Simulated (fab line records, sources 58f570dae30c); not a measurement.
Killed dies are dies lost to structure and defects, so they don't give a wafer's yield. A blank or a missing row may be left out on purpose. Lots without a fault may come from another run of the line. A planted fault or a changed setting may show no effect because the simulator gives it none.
Which tool did it? | flow berkeley_cmos170 | 7 lots, 21 wafers sampled, at 3 steps of a route of 331

WHAT THE GAUGES READ, wafer by wafer
UCB170_PLDD_OVL_MEAS_07.
lot  | measured     | on         | PLDD_OVL (nm)
L342 | day 6 16:34  | overlay-02 | 2 -2 1
L343 | day 6 22:08  | overlay-02 | 7 5 8
L345 | day 7 08:44  | overlay-01 | -10 -8 -3
L347 | day 7 10:22  | overlay-02 | -10 -14 -19
L354 | day 8 23:36  | overlay-02 | 183 185 183
L359 | day 9 18:24  | overlay-01 | -5 -4 -7
L361 | day 10 11:32 | overlay-01 | 1 -4 5

WHICH TOOL RAN EACH LOT (tool, then ch and the chambers of the sampled wafers, then the start)
lot  | UCB170_GATE_ETCH_14                | UCB170_PLDD_EXPOSE_03
L342 | rie_diel-03 ch 0,1,2, day 6 14:05  | krf_scanner-02 ch 0, day 6 15:24
L343 | rie_diel-04 ch 0,1, day 6 20:12    | krf_scanner-01 ch 0, day 6 21:35
L345 | rie_diel-04 ch 0,2,3, day 7 06:58  | krf_scanner-02 ch 0, day 7 08:04
L347 | rie_diel-02 ch 0,2,3, day 7 08:45  | krf_scanner-01 ch 0, day 7 09:43
L354 | rie_diel-04 ch 1,3, day 8 21:28    | krf_scanner-02 ch 0, day 8 23:04
L359 | rie_diel-02 ch 0,3, day 9 16:48    | krf_scanner-01 ch 0, day 9 17:53
L361 | rie_diel-03 ch 0,1,3, day 10 10:05 | krf_scanner-01 ch 0, day 10 11:01
- UCB170_GATE_ETCH_14: etches BARC in N2/H2.
- UCB170_PLDD_EXPOSE_03: exposes mask PSELECT, target cd 1200 nm.

THE ANSWER, worked out from the rows above alone
Rule: what is usual is taken from the lots themselves. Put in order of their means at a reading, lots are off if they are a third of the lots or fewer, leave a main group of 4 or more, and stand apart from it by a gap of 3 or more times the standard deviation of the main group's means; of several such gaps the widest counts. A main group whose means are all the same, to the digits that the tables above print for the reading, isn't used. A lot without any number at a reading at which 4 lots or more have one is off too. The other lots that the step has rows for count as sound.
Off: L354, at UCB170_PLDD_OVL_MEAS_07 (PLDD_OVL). The main group: mean -3 nm, standard deviation 6.7.
A tool fits if, at a process step before that reading, it ran every lot that is off, and no sound lot after the first of them. The gauges at UCB170_PLDD_OVL_MEAS_07 are tried like those tools. Can't be told from this: 3 tools fit, rie_diel-04 at UCB170_GATE_ETCH_14, krf_scanner-02 at UCB170_PLDD_EXPOSE_03, overlay-02 at UCB170_PLDD_OVL_MEAS_07.

WHAT THE SIMULATOR HAD PUT IN
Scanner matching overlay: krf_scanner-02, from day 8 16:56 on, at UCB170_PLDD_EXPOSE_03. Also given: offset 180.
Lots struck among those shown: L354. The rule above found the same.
